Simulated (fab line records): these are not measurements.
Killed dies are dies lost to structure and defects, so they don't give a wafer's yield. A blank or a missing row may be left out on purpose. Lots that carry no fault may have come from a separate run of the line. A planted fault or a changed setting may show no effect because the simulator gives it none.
Commonality check across tools || flow berkeleyCmos170 || 14 lots, 42 wafers sampled

WHAT PROMPTED THE OPENING
2 of 14 lots carry a flag on the reading PVT_TW at UCB170_PVT_TW_MEAS_09. No-fault wafers: 506, standard deviation 3.3.
Rule: flag the lot when none of its wafers has a number, or when each of its wafers that has one lies beyond 4 standard deviations from that mean. As for the other lots, they are considered sound.

{"lot": "L612", "measured": "day 5 23:34", "on": "filmMetro-04", "PVT_TW, wafer by wafer": "512 513 511", "flag": ""}
{"lot": "L614", "measured": "day 6 21:49", "on": "filmMetro-01", "PVT_TW, wafer by wafer": "502 501 502", "flag": ""}
{"lot": "L615", "measured": "day 6 22:06", "on": "filmMetro-04", "PVT_TW, wafer by wafer": "506 510 508", "flag": ""}
{"lot": "L613", "measured": "day 6 22:11", "on": "filmMetro-03", "PVT_TW, wafer by wafer": "507 505 503", "flag": ""}
{"lot": "L617", "measured": "day 7 05:12", "on": "filmMetro-01", "PVT_TW, wafer by wafer": "500 500 498", "flag": ""}
{"lot": "L619", "measured": "day 7 13:35", "on": "filmMetro-04", "PVT_TW, wafer by wafer": "508 508 508", "flag": ""}
{"lot": "L618", "measured": "day 7 13:46", "on": "filmMetro-01", "PVT_TW, wafer by wafer": "501 505 501", "flag": ""}
{"lot": "L621", "measured": "day 8 07:19", "on": "filmMetro-03", "PVT_TW, wafer by wafer": "505 508 507", "flag": ""}
{"lot": "L620", "measured": "day 8 07:35", "on": "filmMetro-03", "PVT_TW, wafer by wafer": "506 505 504", "flag": ""}
{"lot": "L624", "measured": "day 9 04:49", "on": "filmMetro-03", "PVT_TW, wafer by wafer": "466 467 465", "flag": "FLAGGED"}
{"lot": "L623", "measured": "day 9 05:04", "on": "filmMetro-03", "PVT_TW, wafer by wafer": "504 506 504", "flag": ""}
{"lot": "L628", "measured": "day 9 18:40", "on": "filmMetro-03", "PVT_TW, wafer by wafer": "468 469 468", "flag": "FLAGGED"}
{"lot": "L634", "measured": "day 11 07:37", "on": "filmMetro-01", "PVT_TW, wafer by wafer": "504 504 507", "flag": ""}
{"lot": "L635", "measured": "day 11 08:25", "on": "filmMetro-03", "PVT_TW, wafer by wafer": "506 507 506", "flag": ""}
The numbers of the flagged lots are 467 on average: -39 against the usual, or -12 standard deviations.

WHICH TOOL EACH LOT WENT THROUGH
Before the reading, the record contains 2 process steps out of a 331-step route. Read each cell as the tool, then ch plus the chambers that the sampled wafers visited, then the start.
{"lot": "L612", "flag": "", "UCB170_NWELL_STRIP_15": "plasmaAsher-02 ch 0,1, day 2 07:04", "UCB170_PVT_IMPLANT_07": "implanter-04 ch 0, day 5 23:20"}
{"lot": "L614", "flag": "", "UCB170_NWELL_STRIP_15": "plasmaAsher-02 ch 0,1, day 2 20:42", "UCB170_PVT_IMPLANT_07": "implanter-03 ch 0, day 6 21:35"}
{"lot": "L615", "flag": "", "UCB170_NWELL_STRIP_15": "plasmaAsher-04 ch 0,1, day 3 01:57", "UCB170_PVT_IMPLANT_07": "implanter-04 ch 0, day 6 21:53"}
{"lot": "L613", "flag": "", "UCB170_NWELL_STRIP_15": "plasmaAsher-01 ch 0,1, day 2 18:45", "UCB170_PVT_IMPLANT_07": "implanter-02 ch 0, day 6 21:56"}
{"lot": "L617", "flag": "", "UCB170_NWELL_STRIP_15": "plasmaAsher-02 ch 0,1, day 3 08:14", "UCB170_PVT_IMPLANT_07": "implanter-04 ch 0, day 7 04:59"}
{"lot": "L619", "flag": "", "UCB170_NWELL_STRIP_15": "plasmaAsher-01 ch 0,1, day 3 20:11", "UCB170_PVT_IMPLANT_07": "implanter-03 ch 0, day 7 13:20"}
{"lot": "L618", "flag": "", "UCB170_NWELL_STRIP_15": "plasmaAsher-04 ch 0,1, day 3 19:55", "UCB170_PVT_IMPLANT_07": "implanter-04 ch 0, day 7 13:31"}
{"lot": "L621", "flag": "", "UCB170_NWELL_STRIP_15": "plasmaAsher-01 ch 0,1, day 4 13:34", "UCB170_PVT_IMPLANT_07": "implanter-02 ch 0, day 8 07:04"}
{"lot": "L620", "flag": "", "UCB170_NWELL_STRIP_15": "plasmaAsher-02 ch 0,1, day 4 07:02", "UCB170_PVT_IMPLANT_07": "implanter-03 ch 0, day 8 07:20"}
{"lot": "L624", "flag": "FLAGGED", "UCB170_NWELL_STRIP_15": "plasmaAsher-02 ch 0,1, day 5 01:22", "UCB170_PVT_IMPLANT_07": "implanter-04 ch 0, day 9 04:35"}
{"lot": "L623", "flag": "", "UCB170_NWELL_STRIP_15": "plasmaAsher-04 ch 0,1, day 5 01:05", "UCB170_PVT_IMPLANT_07": "implanter-02 ch 0, day 9 04:50"}
{"lot": "L628", "flag": "FLAGGED", "UCB170_NWELL_STRIP_15": "plasmaAsher-04 ch 0,1, day 5 17:14", "UCB170_PVT_IMPLANT_07": "implanter-04 ch 0, day 9 18:26"}
{"lot": "L634", "flag": "", "UCB170_NWELL_STRIP_15": "plasmaAsher-01 ch 0,1, day 7 06:25", "UCB170_PVT_IMPLANT_07": "implanter-02 ch 0, day 11 07:23"}
{"lot": "L635", "flag": "", "UCB170_NWELL_STRIP_15": "plasmaAsher-04 ch 0,1, day 7 06:39", "UCB170_PVT_IMPLANT_07": "implanter-02 ch 0, day 11 08:05"}
What the steps here do:
- UCB170_NWELL_STRIP_15: strips in O2.
- UCB170_PVT_IMPLANT_07
- UCB170_PVT_TW_MEAS_09

FLAGGED OVER TOTAL, TOOL BY TOOL (the gauges that took the reading come last)
{"step": "UCB170_NWELL_STRIP_15", "tool": "plasmaAsher-01", "lots run": 4, "flagged": 0, "share of the flagged lots": "none", "sound lots run after its first flagged lot": "-"}
{"step": "UCB170_NWELL_STRIP_15", "tool": "plasmaAsher-02", "lots run": 5, "flagged": 1, "share of the flagged lots": "some", "sound lots run after its first flagged lot": 0}
{"step": "UCB170_NWELL_STRIP_15", "tool": "plasmaAsher-04", "lots run": 5, "flagged": 1, "share of the flagged lots": "some", "sound lots run after its first flagged lot": "1 (L635)"}
{"step": "UCB170_PVT_IMPLANT_07", "tool": "implanter-02", "lots run": 5, "flagged": 0, "share of the flagged lots": "none", "sound lots run after its first flagged lot": "-"}
{"step": "UCB170_PVT_IMPLANT_07", "tool": "implanter-03", "lots run": 3, "flagged": 0, "share of the flagged lots": "none", "sound lots run after its first flagged lot": "-"}
{"step": "UCB170_PVT_IMPLANT_07", "tool": "implanter-04", "lots run": 6, "flagged": 2, "share of the flagged lots": "all", "sound lots run after its first flagged lot": 0}
{"step": "UCB170_PVT_TW_MEAS_09", "tool": "filmMetro-01", "lots run": 4, "flagged": 0, "share of the flagged lots": "none", "sound lots run after its first flagged lot": "-"}
{"step": "UCB170_PVT_TW_MEAS_09", "tool": "filmMetro-03", "lots run": 7, "flagged": 2, "share of the flagged lots": "all", "sound lots run after its first flagged lot": "2 (L623,L635)"}
{"step": "UCB170_PVT_TW_MEAS_09", "tool": "filmMetro-04", "lots run": 3, "flagged": 0, "share of the flagged lots": "none", "sound lots run after its first flagged lot": "-"}

WHAT THE TABLE PERMITS
implanter-04 at UCB170_PVT_IMPLANT_07 and filmMetro-03 at UCB170_PVT_TW_MEAS_09 are the 2 rows of the table that ran each flagged lot.
- implanter-04 at UCB170_PVT_IMPLANT_07 ran 6 lots, 2 of them flagged. It ran its last sound lot, L618, at day 7 13:31 and its first flagged lot, L624, at day 9 04:35: a fault with its onset between the two fits. Its own readings (beamOnS, faradayCurrentUA) fall more than 4 standard deviations out on all wafers of the flagged lots.
- filmMetro-03 at UCB170_PVT_TW_MEAS_09 ran 7 lots, 2 of them flagged. Sound lots followed the first flagged one (L623, L635) on it, something a lasting fault affecting the whole tool could not allow.
What remains is a single tool, implanter-04 at UCB170_PVT_IMPLANT_07.

WHAT THE SIMULATOR HAD PUT IN
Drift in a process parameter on implanter-04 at UCB170_PVT_IMPLANT_07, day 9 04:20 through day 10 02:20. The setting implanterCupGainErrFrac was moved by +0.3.
Lots struck among those shown: L624, L628. Same finding as the rule above.
